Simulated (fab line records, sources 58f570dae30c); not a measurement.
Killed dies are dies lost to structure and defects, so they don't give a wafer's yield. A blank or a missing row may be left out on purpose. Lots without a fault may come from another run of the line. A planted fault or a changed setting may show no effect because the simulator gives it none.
Problem report in the 8D (eight disciplines) form, filled by code | flow berkeley_cmos170 | the parts of the form that need people (team, actions taken, sign-off) are left out

1. THE PROBLEM
exposure_dose_mJ_cm2 at UCB170_M1_EXPOSE_06 reads a mean of 21.100 on 1 wafer of 1 lot; wafers without a fault read 21.186 with a standard deviation of 0.021. That is -4.1 standard deviations from the usual mean.
The step: exposes mask METAL1, target cd 700 nm.
First seen on wafer L531.2, day 8 21:09, on krf_scanner-02. The record holds 25 wafers of 9 lots with a number at this step. Rule for "out", or "out of limits": more than 4 standard deviations from the usual mean. The other wafers with a number count as sound.

2. WHAT IT IS AND WHAT IT IS NOT
question                    | is                     | is not
which readings at this step | exposure_dose_mJ_cm2   | -
which lots                  | L531                   | L524, L525, L526, L527, L533, L535, L542, L546
which wafers of those lots  | all that have a number | -
read on which tools         | krf_scanner-02         | krf_scanner-01
when                        | from day 8 21:09       | up to then (12 sound wafers); but 12 sound wafers of L533, L535, L542, L546 came after

3. SUSPECTS, AND WHAT RULES EACH OUT
Counting: a tool at a process step up to the reading stays a suspect if it ran every lot that is out and no sound lot after the first of them.
- krf_scanner-02 at UCB170_M1_EXPOSE_06 (exposes mask METAL1, target cd 700 nm): kept. It ran the lot that is out, L531 (day 8 21:09), and no sound lot after that; its last sound lot up to then is L526 (day 7 08:22). Its own readings are out on those wafers: exposure_dose_mJ_cm2.
Left after counting: krf_scanner-02 at UCB170_M1_EXPOSE_06.

4. THE CAUSE (what the simulator had put in)
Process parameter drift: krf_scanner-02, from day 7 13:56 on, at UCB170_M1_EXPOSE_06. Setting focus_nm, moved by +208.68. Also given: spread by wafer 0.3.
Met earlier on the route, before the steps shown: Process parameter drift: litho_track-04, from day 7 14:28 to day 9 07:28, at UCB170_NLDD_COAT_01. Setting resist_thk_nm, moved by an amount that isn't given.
Counting left only this tool.

5. THE CHAIN OF EFFECTS, in route order
Each row: a reading whose mean over the struck wafers that have a number lies more than 3 standard deviations from the usual. Only readings for which the record gives a usual standard deviation are gone through. hours: the time from each lot's start at the first step in this table that gives one to its start at this step, as a median over the lots. sigmas: the change in usual standard deviations.
hours | step                | reading              | usual  | on struck wafers | change | sigmas
0     | UCB170_M1_EXPOSE_06 | exposure_dose_mJ_cm2 | 21.186 | 21.100           | -0.086 | -4.1
The process steps in it:
- UCB170_M1_EXPOSE_06: exposes mask METAL1, target cd 700 nm.

6. WHAT WOULD HAVE CAUGHT IT SOONER
In this record the first reading out of limits was taken at day 8 21:09, 31 hours after the fault began at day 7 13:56.
